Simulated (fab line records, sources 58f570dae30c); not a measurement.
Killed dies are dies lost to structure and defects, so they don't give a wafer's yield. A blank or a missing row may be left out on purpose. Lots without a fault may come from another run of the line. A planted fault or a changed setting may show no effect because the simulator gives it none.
Problem report in the 8D (eight disciplines) form, filled by code | flow berkeley_cmos170 | the parts of the form that need people (team, actions taken, sign-off) are left out

1. THE PROBLEM
PWELL_TW at UCB170_PWELL_TW_MEAS_17 reads a mean of 357 on 6 wafers of 2 lots; wafers without a fault read 379 with a standard deviation of 3.4. That is -6.4 standard deviations from the usual mean.
First seen on wafer L232.2, day 4 11:31, on film_metro-04. The record holds 42 wafers of 14 lots with a number at this step. Rule for "out", or "out of limits": more than 4 standard deviations from the usual mean. The other wafers with a number count as sound.

2. WHAT IT IS AND WHAT IT IS NOT
question                    | is                           | is not
which readings at this step | PWELL_TW                     | -
which lots                  | L232, L235                   | L228, L229, L233, L234, L241, L242, L243, L244, L247, L249, L250, L251
which wafers of those lots  | all that have a number       | -
read on which gauges        | film_metro-01, film_metro-04 | film_metro-02
when                        | from day 4 11:31             | up to then (12 sound wafers); but 24 sound wafers of L241, L242, L243, L244, L247, L249, L250, L251 came after

3. SUSPECTS, AND WHAT RULES EACH OUT
Counting: a tool at a process step up to the reading stays a suspect if it ran every lot that is out and no sound lot after the first of them.
- the gauge at UCB170_PWELL_TW_MEAS_17: ruled out. The wafers that are out were read on 2 gauges (film_metro-01, film_metro-04).
- implanter-03 at UCB170_PWELL_IMPLANT_15: kept. It ran every lot that is out, first L232 (day 4 11:17), and no sound lot after that; its last sound lot up to then is L233 (day 4 08:58). Its own readings are out on those wafers: dose_ions_cm2, faraday_current_uA.
Left after counting: implanter-03 at UCB170_PWELL_IMPLANT_15.

4. THE CAUSE (what the simulator had put in)
Process parameter drift: implanter-03, from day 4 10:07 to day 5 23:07, at UCB170_PWELL_IMPLANT_15. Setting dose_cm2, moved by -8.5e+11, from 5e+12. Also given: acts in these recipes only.
Counting left only this tool.

5. THE CHAIN OF EFFECTS, in route order
Each row: a reading whose mean over the struck wafers that have a number lies more than 3 standard deviations from the usual. Only readings for which the record gives a usual standard deviation are gone through. hours: the time from each lot's start at the first step in this table that gives one to its start at this step, as a median over the lots. sigmas: the change in usual standard deviations.
hours | step                    | reading            | usual | on struck wafers | change | sigmas
0     | UCB170_PWELL_IMPLANT_15 | dose_ions_cm2      | 5e+12 | 4e+12            | -8e+11 | -99 or more
0     | UCB170_PWELL_IMPLANT_15 | faraday_current_uA | 15.88 | 13.22            | -2.66  | -9.2
0     | UCB170_PWELL_TW_MEAS_17 | PWELL_TW           | 379   | 357              | -22    | -6.4
The process steps in it:
- UCB170_PWELL_IMPLANT_15

6. WHAT WOULD HAVE CAUGHT IT SOONER
In this record the first reading out of limits at a measuring or inspecting step was taken at day 4 11:31, 1 hour after the fault began at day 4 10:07.
The tool's own readings at UCB170_PWELL_IMPLANT_15 were out on every struck wafer that the step has a row for (dose_ions_cm2, faraday_current_uA): an alarm limit on them would have fired on the first of those.
Of the lots that are out (2), L235 began UCB170_PWELL_IMPLANT_15 on implanter-03 after day 4 11:31. A hold on the tool at that time would have spared it.
